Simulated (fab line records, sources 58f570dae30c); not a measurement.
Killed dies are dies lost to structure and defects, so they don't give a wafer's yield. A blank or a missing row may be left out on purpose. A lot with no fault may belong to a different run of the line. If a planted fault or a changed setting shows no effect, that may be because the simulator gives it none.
Which tool is to blame?    flow berkeleyCmos170    33 wafers from 11 lots sampled at 3 of the route's 331 steps

== WHAT EACH GAUGE READ, for each wafer ==
UCB170_PSD_CD_MEAS_06: the cd target is 1200 nm. Usual: cdNm 1199.9 nm, standard deviation 1.5.
lot   measured      on        cdNm (nm)             flag
L314  day 6 15:54   cdSem-02  1201.9 1202.4 1201.7  
L315  day 6 22:17   cdSem-01  1201.0 1201.5 1202.6  
L318  day 7 11:57   cdSem-02  1201.9 1203.0 1201.2  
L316  day 7 14:27   cdSem-02  1198.2 1196.6 1198.7  
L319  day 7 18:26   cdSem-01  1201.2 1201.7 1202.1  
L317  day 7 18:43   cdSem-01  1199.3 1197.7 1199.2  
L330  day 9 17:40   cdSem-01  1198.7 1199.1 1200.0  
L331  day 10 05:05  cdSem-01  1200.0 1200.3 1200.4  
L332  day 10 05:18  cdSem-02  1198.5 1200.6 1197.8  
L337  day 11 16:44  cdSem-01  1196.4 1197.0 1195.8  
L336  day 11 16:49  cdSem-02  1201.5 1198.7 1200.3  

UCB170_M1_OVL_MEAS_10. Usual: M1_OVL gives 2 nm (standard deviation 4.9).
lot   measured      on          M1_OVL (nm)  flag
L314  day 7 04:06   overlay-01  0 -4 -3      
L315  day 7 10:49   overlay-02  -1 -4 -3     
L318  day 7 22:23   overlay-01  12 6 1       
L316  day 8 02:40   overlay-02  3 -3 -1      
L319  day 8 09:37   overlay-02  2 -6 4       
L317  day 8 09:22   overlay-01  1 6 6        
L330  day 10 04:37  overlay-01  11 9 7       
L331  day 10 17:40  overlay-02  1 2 3        
L332  day 10 18:38  overlay-01  1 13 -1      
L337  day 12 07:14  overlay-02  6 6 -1       
L336  day 12 07:00  overlay-02  -1 7 7       

== EACH LOT AND THE TOOL THAT RAN IT (in order: tool; ch and the chambers of the sampled wafers; start) ==
lot   UCB170_M1_COAT_04
L314  lithoTrack-03 ch 0, day 7 02:00
L315  lithoTrack-02 ch 0, day 7 09:00
L318  lithoTrack-02 ch 0, day 7 21:00
L316  lithoTrack-03 ch 0, day 8 01:00
L319  lithoTrack-02 ch 0, day 8 08:00
L317  lithoTrack-01 ch 0, day 8 08:00
L330  lithoTrack-02 ch 0, day 10 03:00
L331  lithoTrack-02 ch 0, day 10 16:00
L332  lithoTrack-03 ch 0, day 10 17:00
L337  lithoTrack-01 ch 0, day 12 05:00
L336  lithoTrack-01 ch 0, day 12 05:00
- UCB170_M1_COAT_04: resist thk 900 nm.

== WHAT THE TOOLS THEMSELVES READ (means of the sampled wafers that have a number; where no wafer has one, the mark that the record gives instead) ==
UCB170_M1_COAT_04. Usual: spinSpeedRpm 1500.1 rpm, standard deviation 0.87.
lot   tool           spinSpeedRpm (rpm)  flag
L314  lithoTrack-03  1501.2              
L315  lithoTrack-02  1500.4              
L318  lithoTrack-02  1500.8              
L316  lithoTrack-03  1499.9              
L319  lithoTrack-02  1499.7              
L317  lithoTrack-01  1499.7              
L330  lithoTrack-02  1776.4              OFF
L331  lithoTrack-02  1775.6              OFF
L332  lithoTrack-03  1500.5              
L337  lithoTrack-01  1501.2              
L336  lithoTrack-01  1498.7              

== THE ANSWER, worked out from the rows above alone ==
Rule: lot off if the mean of its wafers having a number is beyond 3 standard deviations from the usual mean. A lot without any number at a reading at which 4 lots or more have one is off too. All remaining lots with rows at the step are treated as sound. Order of review: gauges by route order, followed by the tools' own readings, for which a lot's mean as printed above is used. At the first step where some lot is off, the reading lying furthest off is the one used; lots without a number count as furthest.
Off: L330, L331 (UCB170_M1_COAT_04, spinSpeedRpm).
If a tool, at that step or one of the process steps before it, ran each lot that is off and ran no sound lot following the first of them, it fits. One candidate fits, namely lithoTrack-02 at UCB170_M1_COAT_04. A fault onset in the window from L319 (day 8 08:00, its last sound lot) to L330 (day 10 03:00, its first lot off) fits.
On the lots that are off, the tool's own readings at UCB170_M1_COAT_04 differ by more than 5 times the standard deviation of the sound lots' means, which bears it out; spinSpeedRpm reads 1776.0 rpm there versus 1500.2 rpm on the sound lots.

== WHAT THE SIMULATOR PUT IN ==
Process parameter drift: lithoTrack-02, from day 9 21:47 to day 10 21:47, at UCB170_M1_COAT_04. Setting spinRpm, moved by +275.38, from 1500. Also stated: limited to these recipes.
Struck lots among those shown: L330, L331. This agrees with what the rule above found.
